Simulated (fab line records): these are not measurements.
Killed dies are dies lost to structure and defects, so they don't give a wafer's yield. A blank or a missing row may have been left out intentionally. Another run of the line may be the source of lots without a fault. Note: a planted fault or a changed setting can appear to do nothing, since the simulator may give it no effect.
What tool caused it? || flow berkeley-cmos170 || 7 lots with 21 wafers sampled at 2 steps, on a route of 331 steps

== WHAT THE GAUGES SHOWED, per wafer ==
UCB170_M3_RS_MEAS_02: the measuring method here is four-point-probe.
{"lot": "L262", "measured": "day 9 22:31", "on": "film-metro-03", "M3_AL_RS (ohm/sq)": "0.0304 0.0301 0.0306"}
{"lot": "L267", "measured": "day 10 17:10", "on": "film-metro-02", "M3_AL_RS (ohm/sq)": "- - - - - -"}
{"lot": "L269", "measured": "day 11 22:26", "on": "film-metro-02", "M3_AL_RS (ohm/sq)": "0.0314 0.0312 0.0314"}
{"lot": "L273", "measured": "day 12 15:08", "on": "film-metro-03", "M3_AL_RS (ohm/sq)": "0.0310 0.0311 0.0312"}
{"lot": "L275", "measured": "day 13 05:41", "on": "film-metro-03", "M3_AL_RS (ohm/sq)": "0.0311 0.0314 0.0314"}
{"lot": "L277", "measured": "day 13 04:16", "on": "film-metro-03", "M3_AL_RS (ohm/sq)": "0.0307 0.0308 0.0308"}
{"lot": "L281", "measured": "day 14 01:23", "on": "film-metro-01", "M3_AL_RS (ohm/sq)": "0.0315 0.0312 0.0317"}

== WHICH TOOL RAN EACH LOT (tool, then ch and the chambers of the sampled wafers, then the start) ==
{"lot": "L262", "UCB170_M3_SPUTTER_01": "pvd-sputter-03, day 9 22:25"}
{"lot": "L267", "UCB170_M3_SPUTTER_01": "pvd-sputter-02, day 10 17:05"}
{"lot": "L269", "UCB170_M3_SPUTTER_01": "pvd-sputter-02, day 11 22:21"}
{"lot": "L273", "UCB170_M3_SPUTTER_01": "pvd-sputter-03, day 12 15:02"}
{"lot": "L275", "UCB170_M3_SPUTTER_01": "pvd-sputter-02, day 13 05:37"}
{"lot": "L277", "UCB170_M3_SPUTTER_01": "pvd-sputter-02, day 13 04:11"}
{"lot": "L281", "UCB170_M3_SPUTTER_01": "pvd-sputter-02, day 14 01:18"}
- UCB170_M3_SPUTTER_01: material Al, target thk 900 nm, time 120 s.

== THE ANSWER, worked out from the rows above alone ==
Rule: what is usual is taken from the lots themselves. The widest of any qualifying gaps counts: lots, ordered by their means at a reading, are off when they make up no more than a third of the lots, leave a main group of 4 or more, and stand apart from it by 3 or more times the standard deviation of that group's means. A main group whose means are all the same, to the digits that the tables above print for the reading, isn't used. A lot without any number at a reading at which 4 lots or more have one is off too. All remaining lots with rows at the step are treated as sound.
Off: at UCB170_M3_RS_MEAS_02 (M3_AL_RS), L267. Without a number there: L267. The main group has a mean of 0.0311 ohm/sq with a standard deviation of 0.00038.
A tool fits if, at a process step before that reading, it ran every lot that is off, and no sound lot after the first of them. The gauges at UCB170_M3_RS_MEAS_02 are tried like those tools. Of those tried, none fits.

== WHAT WAS PUT IN BY THE SIMULATOR ==
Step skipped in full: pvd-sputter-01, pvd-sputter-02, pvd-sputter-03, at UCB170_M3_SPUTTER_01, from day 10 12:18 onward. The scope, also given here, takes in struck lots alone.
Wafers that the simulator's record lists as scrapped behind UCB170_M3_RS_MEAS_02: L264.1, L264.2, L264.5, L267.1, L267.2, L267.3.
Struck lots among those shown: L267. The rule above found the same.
